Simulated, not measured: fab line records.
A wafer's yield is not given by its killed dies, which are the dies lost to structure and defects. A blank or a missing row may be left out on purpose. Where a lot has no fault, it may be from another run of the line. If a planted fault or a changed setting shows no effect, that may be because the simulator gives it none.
A struck lot beside a sound one || flow rit-cmos || 44 out of 202 route steps
Sound: these wafers, L867.1, L867.5, L867.6. The struck wafers were L876.2, L876.4, L876.6. The cause comes at the end.
Per side, at each step with rows, come the tool, then ch with its chambers, and then its first start. Under that, the readings that differ: sound wafers || struck wafers || difference of the means || sigmas: that difference in standard deviations of wafers without a fault.
alike: readings whose means differ by less than 2 such deviations, and words and numbers that are the same on both sides. not compared: withheld readings, readings that some wafer has no value for, bounds like >300 that may hide the same value, and numbers for which the record gives no deviation and whose values overlap.
A row with sigmas, a row that says differs or no value, or rows on one side alone: a step with any of these is where the two part. When numbers do not overlap yet have no deviation, they are printed without sigmas and do not part them. A reading that every wafer of one side lacks parts them only if that side has two wafers or more.

first, 2 steps without rows for these wafers: RIT_NLDD_HARDBAKE_07 (time 60 s); RIT_NLDD_IMPLANT_08.
RIT_NLDD_STRIP_09: strips in O2, time 180 s.
  sound on plasma-asher-03 ch 0,1, day 2 22:01; struck on plasma-asher-02 ch 0,1, day 4 19:23
{"reading": "rf-refl-power-W (W)", "sound": "10.0 9.7 9.7", "struck": "4.7 5.6 4.8", "difference": -4.8, "sigmas": -3}
  alike: drypump-motor-current-A
  not compared: rf-hours-counter-h
RIT_NLDD_TW_MEAS_10:
  sound: film-metro-04 at day 2 22:11; struck: film-metro-03 at day 4 19:34
{"reading": "NLDD_TW", "sound": "2456 2447 2466", "struck": "2498 2481 2485", "difference": "+32", "sigmas": "+3"}
then, 6 steps without rows for these wafers: RIT_PLDD_HMDS_00 (prime time 60 s); RIT_PLDD_COAT_01 (resist thk 1013 nm); RIT_PLDD_SOFTBAKE_02 (time 60 s); RIT_PLDD_EXPOSE_03 (exposes mask M8, target cd 40900 nm); RIT_PLDD_PEB_04; RIT_PLDD_DEVELOP_05 (develop time 50 s).
RIT_PLDD_OVL_MEAS_06:
  sound: overlay-02 at day 2 23:14; struck: overlay-01 at day 4 20:29
  alike: PLDD_OVL
then, 1 step without rows for these wafers: RIT_PLDD_HARDBAKE_07 (time 60 s).
RIT_PLDD_IMPLANT_08:
  sound on implanter-02 ch 0, day 2 23:25; struck on implanter-02 ch 0, day 4 20:41
{"reading": "dose-ions-cm2", "sound": "9.015e+14 8.989e+14 9.004e+14", "struck": "2.71e+14 2.705e+14 2.698e+14", "difference": -6.30e+14, "sigmas": "-99 or more"}
{"reading": "end-station-pressure-torr (Torr)", "sound": "6.7e-06 7.5e-06 7.5e-06", "struck": "5.7e-06 5.7e-06 5.9e-06", "difference": -1.5e-06, "sigmas": -4}
{"reading": "faraday-current-uA", "sound": "2734 2875 2839", "struck": "851 870 837", "difference": -1963, "sigmas": -33}
RIT_PLDD_STRIP_09: strips in O2, time 180 s.
  sound on plasma-asher-02 ch 0,1, day 2 23:34; struck on plasma-asher-01 ch 0,1, day 4 20:49
  alike: drypump-motor-current-A, rf-refl-power-W
  not compared: rf-hours-counter-h
RIT_PLDD_TW_MEAS_10:
  sound: film-metro-03 at day 2 23:44; struck: film-metro-03 at day 4 21:00
{"reading": "PLDD_TW", "sound": "2328 2330 2332", "struck": "1679 1669 1660", "difference": -661, "sigmas": -55}
then, 4 steps without rows for these wafers: RIT_SPACER_CLEAN_00 (cleans in SC1, time 600 s); RIT_SPACER_CLEAN_01 (cleans in dHF, time 30 s); RIT_SPACER_CLEAN_02 (cleans in SC2, time 600 s); RIT_SPACER_CVD_03 (deposits Si3N4 from SiH2Cl2/NH3, target thk 250 nm, time 3300 s).
RIT_SPACER_THK_MEAS_04:
  sound: film-metro-01 at day 3 02:07; struck: film-metro-02 at day 4 23:31
  alike: SPACER_NITRIDE_THK
RIT_SPACER_ETCHBACK_05: etches Si3N4 in SF6/CHF3, stops on SiO2, target depth 250 nm, time 230.9 s.
  sound on rie-diel-03 ch 0,2,3, day 3 02:10; struck on rie-diel-03 ch 1,3, day 4 23:34
  alike: CHF3_flow_sccm, drypump-motor-current-A, oes-product-au, throttle-valve-pct
  not compared: rf-hours-counter-h
then, 6 steps without rows for these wafers: RIT_NSD_HMDS_00 (prime time 60 s); RIT_NSD_COAT_01 (resist thk 1000 nm); RIT_NSD_SOFTBAKE_02 (time 60 s); RIT_NSD_EXPOSE_03 (exposes mask M9, target cd 40700 nm); RIT_NSD_PEB_04; RIT_NSD_DEVELOP_05 (develop time 50 s).
RIT_NSD_OVL_MEAS_06:
  sound: overlay-02 at day 3 03:18; struck: overlay-02 at day 5 00:47
  alike: NSD_OVL
then, 2 steps without rows for these wafers: RIT_NSD_HARDBAKE_07 (time 60 s); RIT_NSD_IMPLANT_08.
RIT_NSD_STRIP_09: strips in O2, time 180 s.
  sound on plasma-asher-03 ch 0,1, day 3 03:38; struck on plasma-asher-01 ch 0, day 5 01:07
  alike: drypump-motor-current-A, rf-refl-power-W
  not compared: rf-hours-counter-h
RIT_NSD_TW_MEAS_10:
  sound: film-metro-03 at day 3 03:49; struck: film-metro-03 at day 5 01:19
  alike: NSD_TW
then, 6 steps without rows for these wafers: RIT_PSD_HMDS_00 (prime time 60 s); RIT_PSD_COAT_01 (resist thk 1000 nm); RIT_PSD_SOFTBAKE_02 (time 60 s); RIT_PSD_EXPOSE_03 (exposes mask M10, target cd 40900 nm); RIT_PSD_PEB_04; RIT_PSD_DEVELOP_05 (develop time 50 s).
RIT_PSD_OVL_MEAS_06:
  sound: overlay-02 at day 3 04:43; struck: overlay-02 at day 5 02:13
  alike: PSD_OVL
then, 2 steps without rows for these wafers: RIT_PSD_HARDBAKE_07 (time 60 s); RIT_PSD_IMPLANT_08.
RIT_PSD_STRIP_09: strips in O2, time 180 s.
  sound on plasma-asher-02 ch 0,1, day 3 05:04; struck on plasma-asher-01 ch 0,1, day 5 02:32
  alike: drypump-motor-current-A, rf-refl-power-W
  not compared: rf-hours-counter-h
RIT_SDANNEAL_RS_MEAS_06: the measuring method here is four-point-probe.
  sound: film-metro-02 at day 3 06:03; struck: film-metro-02 at day 5 03:51
{"reading": "PLDD_RS (ohm/sq)", "sound": "178.3 177.8 178.2", "struck": "423.4 428.8 431.6", "difference": "+249.8", "sigmas": "+99 or more"}
next, for these wafers, 1 step has no rows: RIT_M1_PROBE_99.

== WHERE THEY PART ==
Last at RIT_SDANNEAL_RS_MEAS_06 as far as this record goes, first at RIT_NLDD_STRIP_09.

WHY: what the simulator had put in
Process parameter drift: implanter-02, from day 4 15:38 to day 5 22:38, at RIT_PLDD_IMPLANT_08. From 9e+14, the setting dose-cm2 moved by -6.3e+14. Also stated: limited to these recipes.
